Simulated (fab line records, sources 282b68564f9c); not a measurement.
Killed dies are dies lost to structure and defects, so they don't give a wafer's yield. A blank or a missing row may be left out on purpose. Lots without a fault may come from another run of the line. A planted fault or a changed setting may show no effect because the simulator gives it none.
Which tool did it? | flow rit_cmos | 14 lots, 42 wafers sampled, at 1 step of a route of 202

WHAT THE GAUGES READ, wafer by wafer
The record holds no reading of a measuring or inspecting step that can be judged against a usual standard deviation.

WHICH TOOL RAN EACH LOT (tool, then ch and the chambers of the sampled wafers, then the start)
lot  | RIT_NWELL_DEVELOP_05
L451 | litho_track-03 ch 0, day 2 07:00
L452 | litho_track-04 ch 0, day 2 18:00
L453 | litho_track-03 ch 0, day 2 22:00
L454 | litho_track-04, day 3 05:00
L455 | litho_track-02, day 3 12:00
L458 | litho_track-04 ch 0, day 3 21:00
L463 | litho_track-02 ch 0, day 4 20:00
L466 | litho_track-03 ch 0, day 5 09:00
L467 | litho_track-04 ch 0, day 5 15:00
L468 | litho_track-04 ch 0, day 5 20:00
L469 | litho_track-02 ch 0, day 6 00:00
L470 | litho_track-03 ch 0, day 6 07:00
L471 | litho_track-02 ch 0, day 6 12:00
L472 | litho_track-02 ch 0, day 6 17:00
- RIT_NWELL_DEVELOP_05: develop time 68 s.

WHAT THE TOOLS THEMSELVES READ (means of the sampled wafers that have a number; where no wafer has one, the mark that the record gives instead)
RIT_NWELL_DEVELOP_05. Usual: chill_plate_temp_C 22.98 C, standard deviation 0.11.
lot  | tool           | chill_plate_temp_C (C) | flag
L451 | litho_track-03 | 22.96                  |
L452 | litho_track-04 | 23.12                  |
L453 | litho_track-03 | 22.94                  |
L454 | litho_track-04 | -                      | OFF
L455 | litho_track-02 | -                      | OFF
L458 | litho_track-04 | 22.94                  |
L463 | litho_track-02 | 22.98                  |
L466 | litho_track-03 | 23.04                  |
L467 | litho_track-04 | 23.06                  |
L468 | litho_track-04 | 23.00                  |
L469 | litho_track-02 | 23.22                  |
L470 | litho_track-03 | 22.80                  |
L471 | litho_track-02 | 23.00                  |
L472 | litho_track-02 | 22.93                  |

THE ANSWER, worked out from the rows above alone
Rule: a lot is off if the mean of its wafers that have a number lies more than 3 standard deviations from the usual mean. A lot without any number at a reading at which 4 lots or more have one is off too. The other lots that the step has rows for count as sound. The gauges are gone through in route order, then the tools' own readings, and for those a lot's mean is taken as printed above. The first step at which some lot is off is used, and at that step the reading that is off furthest; a lot without a number counts as furthest.
Off: L454, L455, at RIT_NWELL_DEVELOP_05 (chill_plate_temp_C). Without a number there: L454, L455.
A tool fits if, at that step or a process step before it, it ran every lot that is off, and no sound lot after the first of them. None of those tried fits.

WHAT THE SIMULATOR HAD PUT IN
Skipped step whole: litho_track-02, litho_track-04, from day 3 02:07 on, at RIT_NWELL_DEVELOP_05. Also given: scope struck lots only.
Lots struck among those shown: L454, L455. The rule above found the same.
